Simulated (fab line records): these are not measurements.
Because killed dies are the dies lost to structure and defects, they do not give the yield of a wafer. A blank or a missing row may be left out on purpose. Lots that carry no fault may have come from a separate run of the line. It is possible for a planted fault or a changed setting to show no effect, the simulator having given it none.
What tool caused it?    flow berkeley cmos170    21 wafers from 7 lots sampled at 3 of the route's 331 steps

WHAT THE GAUGES READ, wafer by wafer
UCB170_NLDD_TW_MEAS_11.
lot   measured      on             NLDD_TW
L766  day 7 23:57   film metro-01  2207 2204 2196
L767  day 8 11:19   film metro-04  2229 2230 2235
L768  day 8 11:34   film metro-01  2321 2334 2331
L772  day 9 12:19   film metro-04  2372 2383 2368
L779  day 10 15:05  film metro-02  2193 2197 2190
L784  day 11 11:19  film metro-01  2209 2207 2193
L786  day 12 01:10  film metro-01  2206 2197 2211

TOOL THAT RAN EACH LOT (tool first, then ch and the chambers of the sampled wafers, then the start)
lot   UCB170_ACTIVE_ETCH_15              UCB170_NLDD_IMPLANT_08
L766  rie diel-01 ch 1,2,3, day 5 18:53  implanter-04 ch 0, day 7 23:34
L767  rie diel-01 ch 2,3, day 6 01:37    implanter-01 ch 0, day 8 10:55
L768  rie diel-03 ch 0,3, day 6 01:54    implanter-04 ch 0, day 8 11:12
L772  rie diel-04 ch 0,2, day 6 20:04    implanter-04 ch 0, day 9 11:56
L779  rie diel-01 ch 0,2,3, day 7 17:04  implanter-01 ch 0, day 10 14:41
L784  rie diel-03 ch 0,2,3, day 8 16:40  implanter-03 ch 0, day 11 10:56
L786  rie diel-03 ch 0,1,3, day 9 07:28  implanter-01 ch 0, day 12 00:46
- UCB170_ACTIVE_ETCH_15: etches Si3N4 in CH3F/Ar/O2, stops on SiO2, target depth 242 nm, time 151 s.
- UCB170_NLDD_IMPLANT_08

THE ANSWER, worked out from the rows above alone
Rule: the usual values come from the lots themselves. Put in order of their means at a reading, lots are off if they are a third of the lots or fewer, leave a main group of 4 or more, and stand apart from it by a gap of 3 or more times the standard deviation of the main group's means; of several such gaps the widest counts. Not used: any main group whose means are identical at the precision the tables above print for the reading. A lot without any number at a reading at which 4 lots or more have one is off too. The other lots that the step has rows for count as sound.
Off: L768, L772, at UCB170_NLDD_TW_MEAS_11 (NLDD_TW). The main group has a mean of 2207 with a standard deviation of 13.
A tool fits if, at a process step before that reading, it ran every lot that is off, and no sound lot after the first of them. The gauges at UCB170_NLDD_TW_MEAS_11 are tried like those tools. One fits: UCB170_NLDD_IMPLANT_08 on implanter-04. Its last sound lot is L766 (day 7 23:34), its first lot that is off L768 (day 8 11:12): a fault that began between those two fits.

WHAT THE SIMULATOR HAD PUT IN
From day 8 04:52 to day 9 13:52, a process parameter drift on implanter-04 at UCB170_NLDD_IMPLANT_08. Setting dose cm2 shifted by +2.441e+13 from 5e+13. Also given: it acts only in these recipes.
Struck lots among those shown: L768, L772. The same result came from the rule above.
